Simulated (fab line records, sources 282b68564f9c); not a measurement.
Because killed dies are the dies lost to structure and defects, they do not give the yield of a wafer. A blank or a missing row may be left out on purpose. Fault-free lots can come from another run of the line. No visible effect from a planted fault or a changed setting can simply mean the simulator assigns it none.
fab line records	flow ritCmos
record: lots: 6	wafers: 18	lastDay: 7
route steps=202 shown PLDD@116 SPACER@125 NSD@131 PSD@142 SDANNEAL@153 SILICIDE@161 M1@202
lots with no fault: from the same line, run without faults
startH: the number of hours between the record's first day and the start of the first shown wafer of the lot	waitH: how many hours have passed since the lot's step before this one	" unchanged from the row above	L1.1+2: several wafers, shown together as one row	- no value present, or no start provided	* or withheld: withheld	< > ~ a bound
route shown NAME@n: a module of which the file shows steps, and the number in the route of the first	usual: the fault-free wafers' mean and standard deviation	same: alike in all rows	chamber/n: place in a boat	sites: readings site by site	_std_site: the standard deviation of these	_edge_site: the outer-site mean with the inner-site mean subtracted	radiusMm: for every site, how far away it sits from the centre of the wafer	mask NAME#n: copy n	behind: the most recent tool/chamber to have shaped the wafer	hold: why the lot went on hold/how many hours it stayed there/how the hold came to an end	device: names the non-switching transistor (n, p or np)	end of line: tests run on the same wafers once the route is complete	a step given without rows: its recipe and nothing more	killed: at the first sort, the dies lost to defects and structure; wafer yield is something else	map: per-die view of a wafer (x killed, . not killed, _ where there is no die)
set.NAME: the setting that was run; set.NAME@STEP: the one run at that earlier step	model.NAME: the simulator's own value behind a step, which no gauge read
lots at some steps of the route; a table a step, a row a wafer
services: a tool's chamber out of use, with start hour (startH, from the record's first day; less than 0 if before it), hours out, and reason
== steps ==
step: RIT_PLDD_SOFTBAKE_02
recipe: resist: NOVOLAK	tempC: 90	timeS: 60
step: RIT_PLDD_EXPOSE_03
recipe: maskId: M8	na: 0.57	targetCdNm: 40900	doseMj: 250
step: RIT_PLDD_PEB_04
recipe: resist: NOVOLAK	tempC: withheld	timeS: withheld
step: RIT_PLDD_DEVELOP_05
recipe: resist: NOVOLAK	developTimeS: 50	devTempC: 23
step: RIT_PLDD_OVL_MEAS_06
usual: PLDD_OVL: 0.0/1.3
lot.wafer	tool	chamber	startH	waitH	PLDD_OVL[nm]
L895.1	overlay-01	-	47.94	-	-0.6
L895.3	"	-	"	"	-1.5
L895.6	"	-	"	"	-2.0
L896.1	overlay-02	-	53.74	-	1.1
L896.4	"	-	"	"	1.0
L896.6	"	-	"	"	1.0
L898.2	overlay-02	-	62.37	-	1.5
L898.3	"	-	"	"	-0.5
L898.4	"	-	"	"	0.2
L900.4	overlay-02	-	73.67	-	0.5
L900.5	"	-	"	"	-0.4
L900.6	"	-	"	"	1.7
L901.1	overlay-01	-	78.76	-	0.3
L901.2	"	-	"	"	-0.5
L901.3	"	-	"	"	0.6
L912.3	overlay-02	-	144.58	-	1.7
L912.4	"	-	"	"	2.9
L912.6	"	-	"	"	2.0
step: RIT_PLDD_HARDBAKE_07
recipe: resist: NOVOLAK	tempC: 140	timeS: 60
step: RIT_PLDD_IMPLANT_08
recipe: species: BF2	energyKev: 20	doseCm2: 9e+14	tiltDeg: 7
step: RIT_PLDD_STRIP_09
recipe: chemistry: O2	timeS: 180	resist: NOVOLAK	platenTempC: withheld	powerW: 500	pressureMtorr: 4000	o2FlowSccm: 4000
usual: chamberPressureMTorr: 4000/3.9	drypumpMotorCurrentA: 5.6/0.43	rfReflPowerW: 6.6/1.7
lot.wafer	tool	chamber	startH	waitH	chamberPressureMTorr	drypumpMotorCurrentA	rfHoursCounterH	rfReflPowerW
L895.1	plasmaAsher-03	0	48.27	0.1	3998	6.1	27	4.6
L895.3	"	1	"	"	4001	5.7	-	8.3
L895.6	"	0	"	"	4001	6.1	-	4.3
L896.1	plasmaAsher-04	1	54.08	0.1	4002	5.0	41	8.6
L896.4	"	0	"	"	4002	5.1	-	7.5
L896.6	"	0	"	"	3995	5.0	-	7.4
L898.2	plasmaAsher-03	1	62.70	0.1	4007	5.7	28	8.3
L898.3	"	0	"	"	4000	6.1	-	4.2
L898.4	"	1	"	"	4004	5.8	-	8.1
L900.4	plasmaAsher-04	0	74.05	0.1	3997	5.0	-	7.8
L900.5	"	1	"	"	3990	4.9	-	8.5
L900.6	"	0	"	"	3999	5.0	-	8.0
L901.1	plasmaAsher-01	1	79.10	0.1	4007	5.4	42	4.8
L901.2	"	0	"	"	3997	5.5	42	6.9
L901.3	"	0	"	"	3989	5.5	-	6.8
L912.3	plasmaAsher-03	1	144.96	0.1	4007	5.8	-	8.1
L912.4	"	0	"	"	4001	6.2	-	4.0
L912.6	"	0	"	"	4003	6.2	-	4.1
step: RIT_PLDD_TW_MEAS_10
usual: PLDD_TW: 2371/23
lot.wafer	tool	chamber	startH	waitH	PLDD_TW
L895.1	filmMetro-04	-	48.45	0.1	2380
L895.3	"	-	"	"	2380
L895.6	"	-	"	"	2373
L896.1	filmMetro-01	-	54.25	0.1	2385
L896.4	"	-	"	"	2396
L896.6	"	-	"	"	2397
L898.2	filmMetro-01	-	62.88	0.1	2402
L898.3	"	-	"	"	2390
L898.4	"	-	"	"	2401
L900.4	filmMetro-02	-	74.20	0.1	2348
L900.5	"	-	"	"	2340
L900.6	"	-	"	"	2345
L901.1	filmMetro-02	-	79.27	0.1	2349
L901.2	"	-	"	"	2339
L901.3	"	-	"	"	2332
L912.3	filmMetro-02	-	145.10	0.1	2347
L912.4	"	-	"	"	2344
L912.6	"	-	"	"	2357
step: RIT_SPACER_CLEAN_00
recipe: chemistry: SC1	mix: 3:3:50	timeS: 600	tempC: 75
step: RIT_SPACER_CLEAN_01
recipe: chemistry: dHF	dilution: 50:1	timeS: 30
step: RIT_SPACER_CLEAN_02
recipe: chemistry: SC2	mix: 3:3:50	timeS: 600	tempC: 75	dry: n2Spin
step: RIT_SPACER_CVD_03
recipe: material: Si3N4	targetThkNm: 250	tempC: 810	precursor: SiH2Cl2/NH3	timeS: 3300	pressureMtorr: 300	sih2cl2FlowSccm: 60	nh3FlowSccm: 150
usual: sih2cl2FlowSccm: 60.02/0.18	spikeTcSourceC: 830.9/1.3
lot.wafer	tool	chamber	startH	waitH	sih2cl2FlowSccm	spikeTcSourceC	model.Si3N4_of_SPACER_CVD_03.thkNm
L895.1	lpcvd-02	1	48.87	0.0	60.08	826.7	252.7
L895.3	"	1	"	"	60.13	830.5	251.1
L895.6	"	1	"	"	59.94	829.6	253.9
L896.1	lpcvd-01	1	54.68	0.0	59.87	829.8	250.1
L896.4	"	1	"	"	59.73	831.3	252.3
L896.6	"	1	"	"	60.16	831.7	251.1
L898.2	lpcvd-02	1	63.30	0.0	89.90	829.0	291.4
L898.3	"	1	"	"	90.09	828.5	291.4
L898.4	"	1	"	"	89.99	829.3	289.8
L900.4	lpcvd-01	0	74.60	0.0	59.75	830.9	248.1
L900.5	"	0	"	"	59.77	831.6	250.8
L900.6	"	0	"	"	60.01	830.3	249
L901.1	lpcvd-02	1	79.92	0.0	89.86	829.9	284
L901.2	"	1	"	"	89.55	830.4	283.8
L901.3	"	1	"	"	89.91	829.2	284.2
L912.3	lpcvd-01	1	145.51	0.0	60.07	831.8	247.9
L912.4	"	1	"	"	60.12	830.0	249.7
L912.6	"	1	"	"	59.96	831.2	250.5
step: RIT_SPACER_THK_MEAS_04
recipe: reads: Si3N4_of_SPACER_CVD_03
usual: SPACER_NITRIDE_THK: 251.0/2.4
lot.wafer	tool	chamber	startH	waitH	SPACER_NITRIDE_THK[nm]
L895.1	filmMetro-03	-	50.79	0.0	252.8
L895.3	"	-	"	"	251.2
L895.6	"	-	"	"	254.0
L896.1	filmMetro-02	-	56.59	0.0	250.1
L896.4	"	-	"	"	252.5
L896.6	"	-	"	"	251.1
L898.2	filmMetro-04	-	65.22	0.0	291.2
L898.3	"	-	"	"	291.5
L898.4	"	-	"	"	289.8
L900.4	filmMetro-03	-	76.54	0.0	247.8
L900.5	"	-	"	"	250.6
L900.6	"	-	"	"	248.8
L901.1	filmMetro-04	-	81.84	0.0	284.0
L901.2	"	-	"	"	284.1
L901.3	"	-	"	"	284.2
L912.3	filmMetro-04	-	147.45	0.0	248.0
L912.4	"	-	"	"	250.0
L912.6	"	-	"	"	250.3
step: RIT_SPACER_ETCHBACK_05
recipe: targetDepthA: 2500	SF6_flow_sccm: 30	CHF3_flow_sccm: 30	target: Si3N4	chemistry: SF6/CHF3	pressureMtorr: 40	rfW: 250	timeS: 240	stopOn: SiO2
usual: chamberPressureMTorr: 40.00/0.036	drypumpMotorCurrentA: 5.5/0.37	oesProductAu: 0.842/0.012	throttleValvePct: 10.26/0.16
lot.wafer	tool	chamber	startH	waitH	chamberPressureMTorr	drypumpMotorCurrentA	oesProductAu	rfHoursCounterH	throttleValvePct	model.etch.depthNm
L895.1	rieDiel-01	2	50.85	0.1	39.99	5.7	0.840	6	10.10	252.7
L895.3	"	1	"	"	39.93	5.3	0.846	26	10.08	251.1
L895.6	"	0	"	"	40.01	6.2	0.828	-	10.40	253.9
L896.1	rieDiel-04	0	56.65	0.1	39.96	5.5	0.850	13	10.55	250.1
L896.4	"	2	"	"	40.07	5.2	0.859	67	10.37	252.3
L896.6	"	1	"	"	40.05	5.8	0.857	-	10.50	251.1
L898.2	rieDiel-02	2	65.27	0.0	40.03	5.4	0.946	23	10.27	291.4
L898.3	"	3	"	"	40.05	5.2	0.927	17	10.29	291.4
L898.4	"	1	"	"	40.03	4.9	0.959	73	10.24	289.8
L900.4	rieDiel-01	0	76.57	0.0	39.98	6.2	0.819	148	10.39	248.1
L900.5	"	2	"	"	39.99	5.7	0.840	-	10.10	250.8
L900.6	"	3	"	"	39.96	6.1	0.826	-	10.19	249
L901.1	rieDiel-02	0	81.90	0.1	39.98	5.4	0.895	9	10.10	284
L901.2	"	3	"	"	40.01	5.2	0.912	18	10.31	283.8
L901.3	"	1	"	"	39.99	4.9	0.936	74	10.23	284.2
L912.3	rieDiel-01	2	147.49	0.0	39.96	5.7	0.829	7	10.10	247.9
L912.4	"	0	"	"	40.04	6.2	0.827	149	10.39	249.7
L912.6	"	2	"	"	39.99	5.7	0.840	-	10.09	250.5
step: RIT_NSD_HMDS_00
recipe: primeTimeS: 60	primeTempC: 140
step: RIT_NSD_COAT_01
recipe: resist: NOVOLAK	spinRpm: 3250	resistThkNm: 1000
step: RIT_NSD_SOFTBAKE_02
recipe: resist: NOVOLAK	tempC: 90	timeS: 60
step: RIT_NSD_EXPOSE_03
recipe: maskId: M9	na: 0.57	targetCdNm: 40700	doseMj: 250
step: RIT_NSD_PEB_04
recipe: resist: NOVOLAK	tempC: withheld	timeS: withheld
step: RIT_NSD_DEVELOP_05
recipe: resist: NOVOLAK	developTimeS: 50	devTempC: 23
step: RIT_NSD_OVL_MEAS_06
usual: NSD_OVL: 0.0/1.3
lot.wafer	tool	chamber	startH	waitH	NSD_OVL[nm]
L895.1	overlay-02	-	51.85	-	1.1
L895.3	"	-	"	"	0.7
L895.6	"	-	"	"	-1.4
L896.1	overlay-01	-	57.78	-	2.1
L896.4	"	-	"	"	0.4
L896.6	"	-	"	"	0.4
L898.2	overlay-01	-	66.33	-	-0.5
L898.3	"	-	"	"	-3.3
L898.4	"	-	"	"	-0.4
L900.4	overlay-02	-	77.72	-	0.9
L900.5	"	-	"	"	-0.4
L900.6	"	-	"	"	-1.2
L901.1	overlay-01	-	82.90	-	2.2
L901.2	"	-	"	"	0.7
L901.3	"	-	"	"	1.9
L912.3	overlay-02	-	148.62	-	0.0
L912.4	"	-	"	"	-1.6
L912.6	"	-	"	"	-2.4
step: RIT_NSD_HARDBAKE_07
recipe: resist: NOVOLAK	tempC: 140	timeS: 60
step: RIT_NSD_IMPLANT_08
recipe: species: P	energyKev: 25	doseCm2: 1e+15	tiltDeg: 7
step: RIT_NSD_STRIP_09
recipe: chemistry: O2	timeS: 180	resist: NOVOLAK	platenTempC: withheld	powerW: 500	pressureMtorr: 4000	o2FlowSccm: 4000
usual: chamberPressureMTorr: 4000/3.7	drypumpMotorCurrentA: 5.4/0.43	rfReflPowerW: 7.6/1.4
lot.wafer	tool	chamber	startH	waitH	chamberPressureMTorr	drypumpMotorCurrentA	rfHoursCounterH	rfReflPowerW
L895.1	plasmaAsher-04	0	52.19	0.1	4000	5.1	41	7.9
L895.3	"	1	"	"	3998	4.9	-	8.7
L895.6	"	1	"	"	4004	4.9	-	8.6
L896.1	plasmaAsher-04	1	58.12	0.1	3992	4.9	42	8.4
L896.4	"	1	"	"	4000	4.9	-	8.5
L896.6	"	0	"	"	4001	5.1	-	7.7
L898.2	plasmaAsher-02	0	66.81	0.1	4007	5.5	43	8.5
L898.3	"	0	"	"	4004	5.5	-	8.8
L898.4	"	1	"	"	4004	5.1	-	7.5
L900.4	plasmaAsher-03	0	78.10	0.1	4003	6.2	-	4.6
L900.5	"	0	"	"	4005	6.2	-	4.4
L900.6	"	1	"	"	4000	5.8	-	8.2
L901.1	plasmaAsher-04	1	83.24	0.1	3995	4.9	44	8.8
L901.2	"	0	"	"	3997	5.1	44	7.4
L901.3	"	0	"	"	4000	5.0	-	7.8
L912.3	plasmaAsher-03	0	149.00	0.1	3997	6.2	-	4.2
L912.4	"	1	"	"	4000	5.8	-	8.3
L912.6	"	0	"	"	4003	6.2	-	4.8
step: RIT_NSD_TW_MEAS_10
usual: NSD_TW: 3172/21
lot.wafer	tool	chamber	startH	waitH	NSD_TW
L895.1	filmMetro-01	-	52.36	0.1	3185
L895.3	"	-	"	"	3183
L895.6	"	-	"	"	3190
L896.1	filmMetro-01	-	58.29	0.1	3189
L896.4	"	-	"	"	3185
L896.6	"	-	"	"	3169
L898.2	filmMetro-01	-	67.00	0.1	3174
L898.3	"	-	"	"	3182
L898.4	"	-	"	"	3177
L900.4	filmMetro-01	-	78.24	0.1	3176
L900.5	"	-	"	"	3164
L900.6	"	-	"	"	3156
L901.1	filmMetro-01	-	83.41	0.1	3171
L901.2	"	-	"	"	3169
L901.3	"	-	"	"	3176
L912.3	filmMetro-04	-	149.14	0.1	3142
L912.4	"	-	"	"	3147
L912.6	"	-	"	"	3147
step: RIT_PSD_HMDS_00
recipe: primeTimeS: 60	primeTempC: 140
step: RIT_PSD_COAT_01
recipe: resist: NOVOLAK	spinRpm: 3250	resistThkNm: 1000
step: RIT_PSD_SOFTBAKE_02
recipe: resist: NOVOLAK	tempC: 90	timeS: 60
step: RIT_PSD_EXPOSE_03
recipe: maskId: M10	na: 0.57	targetCdNm: 40900	doseMj: 250
step: RIT_PSD_PEB_04
recipe: resist: NOVOLAK	tempC: withheld	timeS: withheld
step: RIT_PSD_DEVELOP_05
recipe: resist: NOVOLAK	developTimeS: 50	devTempC: 23
step: RIT_PSD_OVL_MEAS_06
usual: PSD_OVL: 0.3/1.2
lot.wafer	tool	chamber	startH	waitH	PSD_OVL[nm]
L895.1	overlay-01	-	53.27	-	-0.3
L895.3	"	-	"	"	2.3
L895.6	"	-	"	"	-0.1
L896.1	overlay-01	-	59.33	-	-0.1
L896.4	"	-	"	"	0.9
L896.6	"	-	"	"	-1.2
L898.2	overlay-02	-	68.03	-	1.3
L898.3	"	-	"	"	0.9
L898.4	"	-	"	"	0.6
L900.4	overlay-02	-	79.14	-	0.2
L900.5	"	-	"	"	0.0
L900.6	"	-	"	"	2.5
L901.1	overlay-02	-	84.32	-	1.0
L901.2	"	-	"	"	0.8
L901.3	"	-	"	"	3.4
L912.3	overlay-02	-	150.17	-	0.8
L912.4	"	-	"	"	1.5
L912.6	"	-	"	"	2.5
step: RIT_PSD_HARDBAKE_07
recipe: resist: NOVOLAK	tempC: 140	timeS: 60
step: RIT_PSD_IMPLANT_08
recipe: species: BF2	energyKev: 27	doseCm2: 5e+15	tiltDeg: 7
step: RIT_PSD_STRIP_09
recipe: chemistry: O2	timeS: 180	resist: NOVOLAK	platenTempC: withheld	powerW: 500	pressureMtorr: 4000	o2FlowSccm: 4000
usual: chamberPressureMTorr: 4000/3.5	drypumpMotorCurrentA: 5.28/0.23	rfReflPowerW: 7.3/1.4
lot.wafer	tool	chamber	startH	waitH	chamberPressureMTorr	drypumpMotorCurrentA	rfHoursCounterH	rfReflPowerW
L895.1	plasmaAsher-01	0	53.61	0.1	4000	5.47	39	6.9
L895.3	"	1	"	"	4002	5.48	-	4.7
L895.6	"	1	"	"	3996	5.47	-	4.3
L896.1	plasmaAsher-02	0	59.66	0.1	4003	5.52	43	9.0
L896.4	"	0	"	"	4000	5.52	-	8.7
L896.6	"	0	"	"	4003	5.54	-	8.5
L898.2	plasmaAsher-01	1	68.36	0.1	3999	5.49	41	4.9
L898.3	"	0	"	"	4004	5.48	-	6.3
L898.4	"	1	"	"	4002	5.48	-	5.0
L900.4	plasmaAsher-01	1	79.52	0.1	4004	5.48	-	4.4
L900.5	"	0	"	"	4003	5.46	-	6.8
L900.6	"	1	"	"	3995	5.47	-	4.8
L901.1	plasmaAsher-02	0	84.66	0.1	3999	5.51	45	9.2
L901.2	"	1	"	"	3998	5.10	45	7.8
L901.3	"	1	"	"	4008	5.10	-	7.8
L912.3	plasmaAsher-02	1	150.55	0.1	4003	5.09	-	7.5
L912.4	"	0	"	"	4002	5.52	-	8.8
L912.6	"	1	"	"	4004	5.08	-	7.3
step: RIT_PSD_TW_MEAS_10
usual: PSD_TW: 3470/27
lot.wafer	tool	chamber	startH	waitH	PSD_TW
L895.1	filmMetro-04	-	53.78	0.1	3500
L895.3	"	-	"	"	3471
L895.6	"	-	"	"	3461
L896.1	filmMetro-01	-	59.84	0.1	3490
L896.4	"	-	"	"	3518
L896.6	"	-	"	"	3515
L898.2	filmMetro-02	-	68.54	0.1	3445
L898.3	"	-	"	"	3427
L898.4	"	-	"	"	3450
L900.4	filmMetro-04	-	79.67	0.1	3468
L900.5	"	-	"	"	3480
L900.6	"	-	"	"	3463
L901.1	filmMetro-01	-	84.83	0.1	3473
L901.2	"	-	"	"	3479
L901.3	"	-	"	"	3501
L912.3	filmMetro-01	-	150.69	0.1	3513
L912.4	"	-	"	"	3501
L912.6	"	-	"	"	3506
step: RIT_SDANNEAL_CLEAN_00
recipe: chemistry: SC1	mix: 3:3:50	timeS: 600	tempC: 75
step: RIT_SDANNEAL_CLEAN_01
recipe: chemistry: dHF	dilution: 50:1	timeS: 30
step: RIT_SDANNEAL_CLEAN_02
recipe: chemistry: SC2	mix: 3:3:50	timeS: 600	tempC: 75	dry: n2Spin
step: RIT_SDANNEAL_RTA_03
recipe: tempC: 1050	timeS: 5	idleTempC: 600	rampUpCPerS: 342	rampDownCPerS: 171	coolToC: 600	ambient: N2
usual: rampDownCPerS: 171.00/0.029	wafer_temp_C_max: 1053.5/1.1
lot.wafer	tool	chamber	startH	waitH	rampDownCPerS	wafer_temp_C_max
L895.1	rtpAnneal-01	0	54.22	0.0	170.98	1052.4
L895.3	"	0	"	"	170.97	1051.6
L895.6	"	0	"	"	171.02	1054.6
L896.1	rtpAnneal-02	0	60.26	0.0	170.96	1053.5
L896.4	"	0	"	"	170.99	1052.2
L896.6	"	0	"	"	171.03	1050.5
L898.2	rtpAnneal-02	0	68.99	0.0	170.96	1053.7
L898.3	"	0	"	"	170.98	1053.8
L898.4	"	0	"	"	170.98	1053.0
L900.4	rtpAnneal-02	0	80.12	0.0	171.03	1053.1
L900.5	"	0	"	"	170.98	1053.5
L900.6	"	0	"	"	171.04	1054.2
L901.1	rtpAnneal-01	0	85.26	0.0	171.00	1054.7
L901.2	"	0	"	"	171.00	1053.4
L901.3	"	0	"	"	171.02	1052.3
L912.3	rtpAnneal-02	0	151.11	0.0	171.03	1054.1
L912.4	"	0	"	"	171.03	1054.7
L912.6	"	0	"	"	170.94	1054.7
step: RIT_SDANNEAL_RS_MEAS_04
recipe: thkMeasGauge: four-point-probe
usual: PSD_RS: 115.83/0.29
lot.wafer	tool	chamber	startH	waitH	PSD_RS[ohm/sq]
L895.1	filmMetro-04	-	54.28	0.0	115.70
L895.3	"	-	"	"	115.60
L895.6	"	-	"	"	115.50
L896.1	filmMetro-04	-	60.32	0.0	115.84
L896.4	"	-	"	"	115.51
L896.6	"	-	"	"	116.17
L898.2	filmMetro-01	-	69.06	0.1	115.92
L898.3	"	-	"	"	115.80
L898.4	"	-	"	"	116.21
L900.4	filmMetro-04	-	80.21	0.1	115.66
L900.5	"	-	"	"	115.39
L900.6	"	-	"	"	115.65
L901.1	filmMetro-01	-	85.32	0.0	115.83
L901.2	"	-	"	"	115.68
L901.3	"	-	"	"	115.70
L912.3	filmMetro-01	-	151.19	0.1	115.79
L912.4	"	-	"	"	115.73
L912.6	"	-	"	"	115.72
step: RIT_SILICIDE_WET_ETCH_00
recipe: chemistry: BOE	target: SiO2	targetDepthNm: 14	timeS: 15	dry: n2Spin	dilution: 10:1	tempC: 21.5
usual: bathHeatDutyPct: 1.7/0.4
lot.wafer	tool	chamber	startH	waitH	bathHeatDutyPct	model.Si3N4_of_SPACER_CVD_03.thkNm
L895.1	wetBench-04	0	54.76	0.1	2.1	196.2
L895.3	"	0	"	"	2.0	196.2
L895.6	"	0	"	"	1.9	197.9
L896.1	wetBench-02	1	60.80	0.1	1.1	195.1
L896.4	"	1	"	"	1.3	197.3
L896.6	"	1	"	"	1.8	196
L898.2	wetBench-03	0	69.52	0.1	2.1	227.9
L898.3	"	0	"	"	1.5	227.1
L898.4	"	0	"	"	2.2	225.4
L900.4	wetBench-03	1	80.63	0.0	1.7	194.1
L900.5	"	1	"	"	2.6	195.4
L900.6	"	1	"	"	1.8	194.3
L901.1	wetBench-04	2	85.80	0.1	1.8	221.9
L901.2	"	2	"	"	1.2	221.6
L901.3	"	2	"	"	2.1	222
L912.3	wetBench-03	1	151.63	0.1	1.6	193.4
L912.4	"	1	"	"	2.0	194.8
L912.6	"	1	"	"	2.1	195
step: RIT_M1_PROBE_99
usual: killedAtContacts: 0.1/0.31	killedAtFrontEnd: 7.1/2.8	killedDies: 7.2/2.8	killedOpen: 3.5/2	killedShort: 3.7/1.9
same: grossDies: 264	killed_at_M0_to_M3: 0	killed_at_M4_up: 0	killedAtBackSide: 0	killedAtOther: 0
lot.wafer	tool	chamber	startH	waitH	killedAtContacts	killedAtFrontEnd	killedDies	killedOpen	killedShort	model.etest.pplusSal.widthNm	model.etest.nplusSal.widthNm	model.etest.nmos_0p15.rOnOhmUm	model.etest.nwellPinched.rsOhmSq	model.etest.pwellPinched.rsOhmSq	model.etest.nmos_0p3.driveUaUm	model.etest.contactNplus.endOhmUm	model.etest.fieldPMetal.vtV
L895.1	prober-02	-	61.53	0.1	0	6	6	1	5	3446	3457	1149	339.2	461.4	214.4	42.08	-29.18
L895.3	prober-02	-	61.63	0.2	0	2	2	1	1	3454	3421	1099	338	457.5	219.8	42.19	-29.03
L895.6	prober-02	-	61.78	0.2	0	9	9	4	5	3428	3432	1149	334.8	456.1	215.1	43.03	-29.32
L896.1	prober-01	-	67.82	0.1	0	3	3	3	0	3447	3464	1130	342.6	453.3	233	42.2	-28.72
L896.4	prober-01	-	67.97	0.2	0	10	10	6	4	3421	3427	1129	337.1	459.7	230.9	43.72	-29.29
L896.6	prober-01	-	68.07	0.2	0	8	8	5	3	3462	3436	1138	338.5	453.7	234.1	41.48	-29.55
L898.2	prober-01	-	76.54	0.1	0	8	8	3	5	3342	3349	1013	312.9	433.2	222.3	36.98	-30.88
L898.3	prober-01	-	76.59	0.2	0	8	8	6	2	3363	3363	1064	315.2	429.4	215.5	37.34	-31.1
L898.4	prober-01	-	76.64	0.2	0	8	8	4	4	3369	3374	1059	316.7	428.5	219.2	36.93	-31.46
L900.4	prober-01	-	88.82	0.2	0	6	6	4	2	3426	3418	1089	339.5	462.1	229.2	42.32	-28.5
L900.5	prober-01	-	88.87	0.2	0	6	6	4	2	3446	3454	1104	339	463.5	231.7	40.85	-29.14
L900.6	prober-01	-	88.92	0.2	1	5	6	4	2	3440	3443	1107	341.2	458.2	227.6	41.76	-28.58
L901.1	prober-02	-	93.80	0.1	0	12	12	6	6	3390	3375	1070	318.9	438.1	215.9	37.63	-30.65
L901.2	prober-02	-	93.85	0.1	0	9	9	4	5	3387	3393	1066	318.4	434.5	206.2	37.48	-30.23
L901.3	prober-02	-	93.90	0.2	0	8	8	2	6	3387	3384	1042	317.5	433.5	211.9	37.41	-30.41
L912.3	prober-01	-	159.27	0.2	0	7	7	3	4	3425	3408	1127	341.6	468.1	217.1	41.3	-28.11
L912.4	prober-01	-	159.32	0.2	0	8	8	4	4	3434	3435	1133	338.6	469.9	221.5	42.69	-28.74
L912.6	prober-01	-	159.42	0.2	0	3	3	2	1	3428	3440	1157	340.2	465.2	219.4	42.39	-28.53
killed by level:class
L895.1 FOX2:geometricParticle:short=3 GATE:geometricParticle:open=1 GATE:geometricParticle:short=1 REOX:geometricParticle:short=1
L895.3 FOX2:geometricParticle:open=1 SILICIDE:geometricParticle:short=1
L895.6 GATE:geometricParticle:short=2 GATE:geometricParticle:open=2 SPACER:geometricParticle:short=2 REOX:geometricParticle:open=1 SPACER:geometricParticle:open=1 SILICIDE:geometricParticle:short=1
L896.1 GATE:geometricParticle:open=1 SPACER:geometricParticle:open=1 SILICIDE:geometricParticle:open=1
L896.4 FOX2:geometricParticle:short=2 GATE:geometricParticle:open=2 SPACER:geometricParticle:short=2 SILICIDE:geometricParticle:open=2 FOX1:geometricParticle:open=1 FOX2:geometricParticle:open=1
L896.6 FOX2:geometricParticle:open=2 SILICIDE:geometricParticle:short=2 GATE:geometricParticle:open=1 GATE:geometricParticle:short=1 SPACER:geometricParticle:open=1 SILICIDE:geometricParticle:open=1
L898.2 FOX2:geometricParticle:open=2 GATE:geometricParticle:short=2 REOX:geometricParticle:short=2 FOX2:geometricParticle:short=1 SPACER:geometricParticle:open=1
L898.3 FOX1:geometricParticle:open=2 GATE:geometricParticle:open=2 FOX1:geometricParticle:short=1 FOX2:geometricParticle:short=1 SPACER:geometricParticle:open=1 SILICIDE:geometricParticle:open=1
L898.4 FOX1:geometricParticle:open=2 FOX1:geometricParticle:short=2 GATE:geometricParticle:short=1 REOX:geometricParticle:open=1 SPACER:geometricParticle:open=1 SILICIDE:geometricParticle:short=1
L900.4 GATE:geometricParticle:open=2 FOX1:geometricParticle:short=1 SPACER:geometricParticle:open=1 SILICIDE:geometricParticle:short=1 SILICIDE:geometricParticle:open=1
L900.5 GATE:geometricParticle:open=4 GATE:geometricParticle:short=2
L900.6 GATE:geometricParticle:open=3 FOX1:geometricParticle:open=1 SILICIDE:geometricParticle:short=1 CONTACT:geometricParticle:short=1
L901.1 FOX1:geometricParticle:open=2 FOX1:geometricParticle:short=2 GATE:geometricParticle:open=2 GATE:geometricParticle:short=1 REOX:geometricParticle:open=1 REOX:geometricParticle:short=1 SPACER:geometricParticle:open=1 SPACER:geometricParticle:short=1
L901.2 FOX1:geometricParticle:short=2 FOX1:geometricParticle:open=2 SPACER:geometricParticle:short=2 GATE:geometricParticle:open=1 GATE:geometricParticle:short=1 SILICIDE:geometricParticle:open=1
L901.3 FOX2:geometricParticle:short=3 FOX1:geometricParticle:short=1 FOX2:geometricParticle:open=1 GATE:geometricParticle:open=1 REOX:geometricParticle:short=1 SILICIDE:geometricParticle:short=1
L912.3 FOX1:geometricParticle:short=2 GATE:geometricParticle:open=2 GATE:geometricParticle:short=2 REOX:geometricParticle:open=1
L912.4 GATE:geometricParticle:open=4 GATE:geometricParticle:short=3 REOX:geometricParticle:short=1
L912.6 FOX1:geometricParticle:open=2 GATE:geometricParticle:short=1
== services ==
tool	chamber	startH	hours	kind
rieDiel-01	-	51.72	2.2	repair
rieDiel-04	-	81.79	0.2	repair
plasmaAsher-01	-	87.05	0.5	repair
rieDiel-02	3	105.79	8.8	repair
plasmaAsher-01	-	108.75	9.0	pm
plasmaAsher-01	0	108.75	9.0	ventCycle
plasmaAsher-01	1	108.75	9.0	ventCycle
plasmaAsher-01	0	117.75	-	clean
plasmaAsher-01	1	117.75	-	clean
plasmaAsher-02	-	119.68	1.4	repair
rieDiel-01	0	151.20	-	clean
rieDiel-01	0	151.20	20.3	scheduledDown
rieDiel-01	0	151.20	20.3	ventCycle
== key ==
firstSign: step: RIT_SPACER_CVD_03	reading: sih2cl2FlowSccm	direction: up	sigmas: 99+	usual: 60.02	struck: 89.88
effect: step: RIT_SPACER_THK_MEAS_04	reading: SPACER_NITRIDE_THK	direction: up	sigmas: 15	usual: 251.0	struck: 287.5
effect: step: RIT_SPACER_ETCHBACK_05	reading: oesProductAu	direction: up	sigmas: 7	usual: 0.842	struck: 0.929
modelEffect: step: RIT_SPACER_CVD_03	value: Si3N4_of_SPACER_CVD_03.thkNm	without: 251.7	struck: 287.4
modelEffect: step: RIT_SPACER_ETCHBACK_05	value: etch.depthNm	without: 251.7	struck: 287.4
modelEffect: step: RIT_SILICIDE_WET_ETCH_00	value: Si3N4_of_SPACER_CVD_03.thkNm	without: 196.3	struck: 224.3
modelEffect: step: RIT_M1_PROBE_99	value: etest.pplusSal.widthNm	without: 3445	struck: 3373
metAt RIT_SPACER_CVD_03
struckWafers L898.2,L898.3,L898.4,L901.1,L901.2,L901.3
testerLeftOut L898,L901
onsetBetween 48.87 63.30
fault: kind: processParameterDrift	tool: lpcvd-02	chamber: -	onsetH: 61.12	steps: RIT_SPACER_CVD_03	channel: sih2cl2FlowSccm	offset: 30	shape: step	endH: 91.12	actsIn: theseRecipesOnly	stated: 60
testerLeftOut: of these lots the tester's yield and bins aren't shown, on N5 and GAA mostly nor the transistor test; their killed dies are dies lost to structure and defects alone, not to doping, threshold or leakage, so they don't give the yield
